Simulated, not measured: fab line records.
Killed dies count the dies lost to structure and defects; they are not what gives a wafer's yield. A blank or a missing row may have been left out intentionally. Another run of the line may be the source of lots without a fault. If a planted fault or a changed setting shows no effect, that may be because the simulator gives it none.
A sampling plan put to the test ; flow berkeley-cmos170 ; one line in one fab, 24 faults in these records, each fault weighed on the records of the lots it struck
What counts as the plan is the set of the line's own looks, namely the steps on the route at which a gauge or an inspection reads a wafer and does not change it. A look is open to judgement when struck wafers have a number at it and the file gives its usual mean and standard deviation on fault-free wafers. Caught: at a look after the fault's first step, the mean of the struck wafers lies 4 or more of those standard deviations (sigma) from the usual mean. On the tool: the fault's steps, tested the same way using the tool's own readings. Another recipe on the struck wafers, or a record that is blank for them alone, also counts as caught.

## THE FAULTS, as the simulator had put them in
1. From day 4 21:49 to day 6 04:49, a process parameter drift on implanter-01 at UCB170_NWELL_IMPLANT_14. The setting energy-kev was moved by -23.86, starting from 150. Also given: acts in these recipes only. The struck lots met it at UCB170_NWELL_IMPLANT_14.
2. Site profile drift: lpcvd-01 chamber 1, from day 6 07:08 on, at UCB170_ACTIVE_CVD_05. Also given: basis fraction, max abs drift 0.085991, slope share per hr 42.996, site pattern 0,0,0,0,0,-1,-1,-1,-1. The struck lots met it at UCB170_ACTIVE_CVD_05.
3. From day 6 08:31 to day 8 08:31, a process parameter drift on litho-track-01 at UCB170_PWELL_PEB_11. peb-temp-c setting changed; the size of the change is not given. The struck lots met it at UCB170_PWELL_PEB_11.
4. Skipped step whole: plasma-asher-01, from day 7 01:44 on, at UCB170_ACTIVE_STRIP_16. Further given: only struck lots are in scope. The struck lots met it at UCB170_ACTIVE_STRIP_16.
5. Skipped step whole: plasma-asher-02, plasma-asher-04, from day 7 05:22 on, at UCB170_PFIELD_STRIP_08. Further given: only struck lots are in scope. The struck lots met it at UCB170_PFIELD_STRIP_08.
6. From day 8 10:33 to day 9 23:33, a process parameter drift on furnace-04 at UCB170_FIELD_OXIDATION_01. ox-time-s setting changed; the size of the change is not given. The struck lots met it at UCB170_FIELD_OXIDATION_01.
7. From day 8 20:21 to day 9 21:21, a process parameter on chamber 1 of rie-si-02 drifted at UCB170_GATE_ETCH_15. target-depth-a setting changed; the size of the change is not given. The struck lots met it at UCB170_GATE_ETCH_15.
8. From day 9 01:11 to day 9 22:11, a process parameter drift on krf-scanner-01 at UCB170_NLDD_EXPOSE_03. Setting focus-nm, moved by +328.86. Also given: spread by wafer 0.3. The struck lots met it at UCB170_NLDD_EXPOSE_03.
9. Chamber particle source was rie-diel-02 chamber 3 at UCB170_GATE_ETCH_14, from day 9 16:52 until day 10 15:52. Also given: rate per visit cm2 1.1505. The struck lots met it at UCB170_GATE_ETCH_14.
10. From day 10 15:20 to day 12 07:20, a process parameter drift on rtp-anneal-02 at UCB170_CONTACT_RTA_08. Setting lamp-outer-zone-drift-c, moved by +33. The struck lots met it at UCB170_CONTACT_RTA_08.
11. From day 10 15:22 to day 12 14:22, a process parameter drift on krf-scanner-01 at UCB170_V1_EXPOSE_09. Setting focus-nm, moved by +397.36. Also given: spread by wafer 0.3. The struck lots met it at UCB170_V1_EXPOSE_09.
12. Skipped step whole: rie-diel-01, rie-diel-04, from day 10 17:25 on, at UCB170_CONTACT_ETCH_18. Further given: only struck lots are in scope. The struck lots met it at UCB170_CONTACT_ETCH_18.
13. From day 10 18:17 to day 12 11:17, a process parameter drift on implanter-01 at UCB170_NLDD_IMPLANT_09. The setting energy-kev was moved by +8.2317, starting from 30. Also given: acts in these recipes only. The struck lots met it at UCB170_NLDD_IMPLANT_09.
14. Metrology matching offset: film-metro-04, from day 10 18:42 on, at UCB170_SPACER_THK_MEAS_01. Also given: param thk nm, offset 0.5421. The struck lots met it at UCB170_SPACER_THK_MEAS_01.
15. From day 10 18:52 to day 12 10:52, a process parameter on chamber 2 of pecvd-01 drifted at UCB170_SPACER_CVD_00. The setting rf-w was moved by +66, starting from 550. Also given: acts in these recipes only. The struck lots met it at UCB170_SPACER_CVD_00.
16. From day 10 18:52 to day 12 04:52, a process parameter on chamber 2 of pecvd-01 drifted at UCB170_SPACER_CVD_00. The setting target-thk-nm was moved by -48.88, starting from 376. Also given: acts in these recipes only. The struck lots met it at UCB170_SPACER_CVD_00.
17. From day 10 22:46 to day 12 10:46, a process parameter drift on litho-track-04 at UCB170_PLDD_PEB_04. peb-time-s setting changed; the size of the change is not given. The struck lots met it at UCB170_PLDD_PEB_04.
18. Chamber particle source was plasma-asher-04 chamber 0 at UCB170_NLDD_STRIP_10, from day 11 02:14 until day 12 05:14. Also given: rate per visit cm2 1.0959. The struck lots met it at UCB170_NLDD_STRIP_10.
19. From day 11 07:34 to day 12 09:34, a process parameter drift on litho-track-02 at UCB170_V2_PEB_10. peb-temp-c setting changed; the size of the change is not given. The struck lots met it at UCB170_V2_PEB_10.
20. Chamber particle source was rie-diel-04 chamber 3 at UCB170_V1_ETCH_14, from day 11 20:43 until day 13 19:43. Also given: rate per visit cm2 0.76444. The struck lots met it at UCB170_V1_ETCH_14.
21. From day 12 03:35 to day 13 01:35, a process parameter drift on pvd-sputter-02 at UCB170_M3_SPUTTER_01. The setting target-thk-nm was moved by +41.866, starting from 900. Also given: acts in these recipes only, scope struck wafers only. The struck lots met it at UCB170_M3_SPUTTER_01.
22. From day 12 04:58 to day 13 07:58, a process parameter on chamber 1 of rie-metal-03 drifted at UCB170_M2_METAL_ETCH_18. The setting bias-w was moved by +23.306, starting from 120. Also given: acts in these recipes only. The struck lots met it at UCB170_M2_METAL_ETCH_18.
23. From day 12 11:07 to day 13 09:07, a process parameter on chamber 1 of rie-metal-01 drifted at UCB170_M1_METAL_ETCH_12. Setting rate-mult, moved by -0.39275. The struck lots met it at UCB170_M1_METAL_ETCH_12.
24. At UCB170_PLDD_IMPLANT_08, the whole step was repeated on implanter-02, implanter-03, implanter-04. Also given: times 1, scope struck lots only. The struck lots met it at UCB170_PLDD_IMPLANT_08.

## WHAT THE PLAN SAW
fault;on the tool itself;first look that catches it;reading, sigma;median hours from its first step to that look;hours from the fault's start to the first struck lot there;judged looks passed uncaught
1;beam-energy-keV -99 or beyond sigma;none of the 3 looks that can be judged after it;strongest: NWELL_TW at UCB170_NWELL_TW_MEAS_16, -2.8;-;-;3
2;no reading that can be judged;UCB170_ACTIVE_THK_MEAS_06;ACTIVE_NITRIDE_THK -4.5;1.9;8;0
3;heater-power-total-W +52 sigma;not the one look that can be judged after it;-;-;-;1
4;the tool's record is blank for the struck wafers;not the one look that can be judged after it;-;-;-;1
5;the tool's record is blank for the struck wafers;no look after it can be judged;-;-;-;0
6;under 2 sigma;UCB170_FIELD_THK_MEAS_02;FIELD_OXIDE_THK +10;3.0;16;0
7;only faintly: drypump-motor-current-A +2.1 sigma;no look after it can be judged;-;-;-;0
8;exposure-dose-mJ-cm2 -6.9 sigma;UCB170_NLDD_CD_MEAS_06;cd-nm +5.4;0.9;14;0
9;under 2 sigma;not the one look that can be judged after it;-;-;-;1
10;under 2 sigma;none of the 8 looks that can be judged after it;-;-;-;8
11;exposure-dose-mJ-cm2 -17 sigma;UCB170_V1_CD_MEAS_12;cd-nm +8.3;0.4;19;0
12;the tool's record is blank for the struck wafers;no look after it can be judged;-;-;-;0
13;beam-energy-keV +99 or beyond sigma;UCB170_NLDD_TW_MEAS_11;NLDD_TW +8.2;0.2;1;0
14;under 2 sigma;none of the 6 looks that can be judged after it;-;-;-;6
15;rf-fwd-power-W +33 sigma;not the one look that can be judged after it;strongest: SPACER_TEOS_THK at UCB170_SPACER_THK_MEAS_01, +3.5;-;-;1
16;only faintly: heater-power-w -2.1 sigma;UCB170_SPACER_THK_MEAS_01;SPACER_TEOS_THK -5.9;0.1;0;0
17;heater-power-total-W +18 sigma;none of the 2 looks that can be judged after it;strongest: cd-nm at UCB170_PLDD_CD_MEAS_06, -3.4;-;-;2
18;under 2 sigma;no look after it can be judged;-;-;-;0
19;heater-power-total-W -31 sigma;UCB170_V2_CD_MEAS_12;cd-nm -14;0.3;1;0
20;under 2 sigma;none of the 2 looks that can be judged after it;-;-;-;2
21;under 2 sigma;UCB170_M3_RS_MEAS_02;M3_AL_RS -4.8;0.1;1;0
22;bias-w +63 sigma;not the one look that can be judged after it;-;-;-;1
23;oes-product-au -7.6 sigma;UCB170_M1_CD_MEAS_90;cd-nm +4.4;0.2;8;0
24;under 2 sigma;UCB170_PLDD_TW_MEAS_11;PLDD_TW +22;0.7;-;0
A dash: this means the fault isn't caught or the number doesn't appear in these records.

Caught at a look: 10 of 24. Caught on the tool: 13 of 24. By one or the other: 18 of 24.
Caught on the tool alone: faults 1, 3, 4, 5, 12, 15, 17, 22.
Caught at a look alone: faults 2, 6, 16, 21, 24.
Caught by neither: faults 7, 9, 10, 14, 18, 20.

## THINNER SAMPLING
If the look that catches a fault measured only every second or every third lot, by lot number, the first struck lot would be measured this late in the worst case:
fault;struck lots at that look, in order of time;every lot;every second lot;every third lot
2;L808, L814, L813;8 h;29 h;may miss all 3
6;L695, L693, L694;16 h;16 h;16 h
8;L858;14 h;may miss it;may miss it
11;L638;19 h;may miss it;may miss it
13;L743, L747;1 h;may miss all 2;may miss all 2
16;L525;0 h;may miss it;may miss it
19;L365, L367;1 h;may miss all 2;may miss all 2
21;L953, L956, L959;1 h;7 h;may miss all 3
23;L810, L812;8 h;may miss all 2;may miss all 2
The hour figures run from when the fault began to the first measured lot among those it struck. Since the struck wafers were tested as one group against 4 sigma, a single lot by itself may lie under the limit. Other struck lots may not be in these records.

## THE LONGEST TIMED WAY FROM STEP TO LOOK
Fault 6: the median time between UCB170_FIELD_OXIDATION_01 and UCB170_FIELD_THK_MEAS_02 is 3.0 hours. No look between them can be judged.
